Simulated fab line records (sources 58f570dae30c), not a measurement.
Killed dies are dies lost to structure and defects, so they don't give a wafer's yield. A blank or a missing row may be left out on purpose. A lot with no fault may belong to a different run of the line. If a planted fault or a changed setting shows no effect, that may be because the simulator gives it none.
Problem report, 8D (eight disciplines) form, completed by code :: flow berkeleyCmos170 :: the parts of the form that need people (team, actions taken, sign-off) are left out

== 1. PROBLEM STATEMENT ==
At UCB170_ACTIVE_STRIP_16, stripTimeToEndpointS averages 17.66 s over 3 wafers from 2 lots, while fault-free wafers read 18.17 s, standard deviation 0.087. That is -5.8 standard deviations from the usual mean.
The step: strips in O2.
First seen on wafer L748.4, day 8 19:18, on plasmaAsher-04. At this step, 42 wafers from 14 lots have a number in the record. Rule for "out", or "out of limits": more than 4 standard deviations from the usual mean. All remaining wafers that have a number are taken as sound.

== 2. WHAT IT IS AND WHAT IT IS NOT ==
question: which readings at this step
is: stripTimeToEndpointS
is not: drypumpMotorCurrentA, oesProductAu

question: which lots
is: L748, L749
is not: L729, L730, L731, L733, L735, L736, L737, L738, L739, L741, L750, L751

question: which wafers of those lots
is: L748.4, L749.1, L749.4
is not: L748.1, L748.6, L749.5

question: read on which tools
is: plasmaAsher-02, plasmaAsher-04
is not: plasmaAsher-03

question: when
is: from day 8 19:18
is not: up to then (32 sound wafers); but 7 sound wafers of L749, L750, L751 came after

== 3. THE SUSPECTS, EACH WITH WHAT RULES IT OUT ==
Counting: any tool at a process step up to the reading remains a suspect provided it ran every lot that is out. Sound lots after the first of them don't rule it out here, since some wafers of a struck lot are sound.
- rieDiel-03 at UCB170_ACTIVE_ETCH_15 (etches Si3N4 in CH3F/Ar/O2, stops on SiO2, target depth 242 nm, time 151 s): kept. It processed each lot that is out (first: L748, day 8 19:12); up to then, its last sound lot is L739 (day 6 15:22).
- In rieDiel-03 at UCB170_ACTIVE_ETCH_15, the wafers that are out were processed in chamber 0 and their sound lot-mates in chambers 1, 3.
The count leaves rieDiel-03 at UCB170_ACTIVE_ETCH_15.

== 4. THE CAUSE (what the simulator had put in) ==
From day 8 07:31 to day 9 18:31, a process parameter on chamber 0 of rieDiel-03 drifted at UCB170_ACTIVE_ETCH_15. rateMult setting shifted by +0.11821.
After counting, this tool was the only one left.

== 5. SEQUENCE OF EFFECTS, ordered by route ==
Each row: a reading where the mean over the struck wafers with a number is more than 3 standard deviations away from the usual. Readings are gone through only where the record gives a usual standard deviation; hours: the median, over the lots, of the time from a lot's start at the first step in this table giving one to that lot's start at this step; sigmas: the change measured in usual standard deviations.
hours: 0
step: UCB170_ACTIVE_STRIP_16
reading: stripTimeToEndpointS
usual: 18.17 s
on struck wafers: 17.66
change: -0.51
sigmas: -5.8
The process steps in it:
- UCB170_ACTIVE_STRIP_16: strips in O2.
At these later measuring or inspecting steps, every struck wafer for which the step has a row has a number for every such reading, and none has moved that far: UCB170_SCREENOX_THK_MEAS_02.

== 6. HOW IT WOULD HAVE BEEN CAUGHT EARLIER ==
In this record no reading fell out of limits until day 8 19:18, 12 hours after the fault had begun at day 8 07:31.
No tool reading at UCB170_ACTIVE_ETCH_15 that has a usual standard deviation in the record was out on any struck wafer, so an alarm limit of 4 standard deviations on those readings would not have fired.
Among the 2 lots that are out, L749 began UCB170_ACTIVE_ETCH_15 on rieDiel-03 after day 8 19:18. Putting the tool on hold at that point would have spared it.
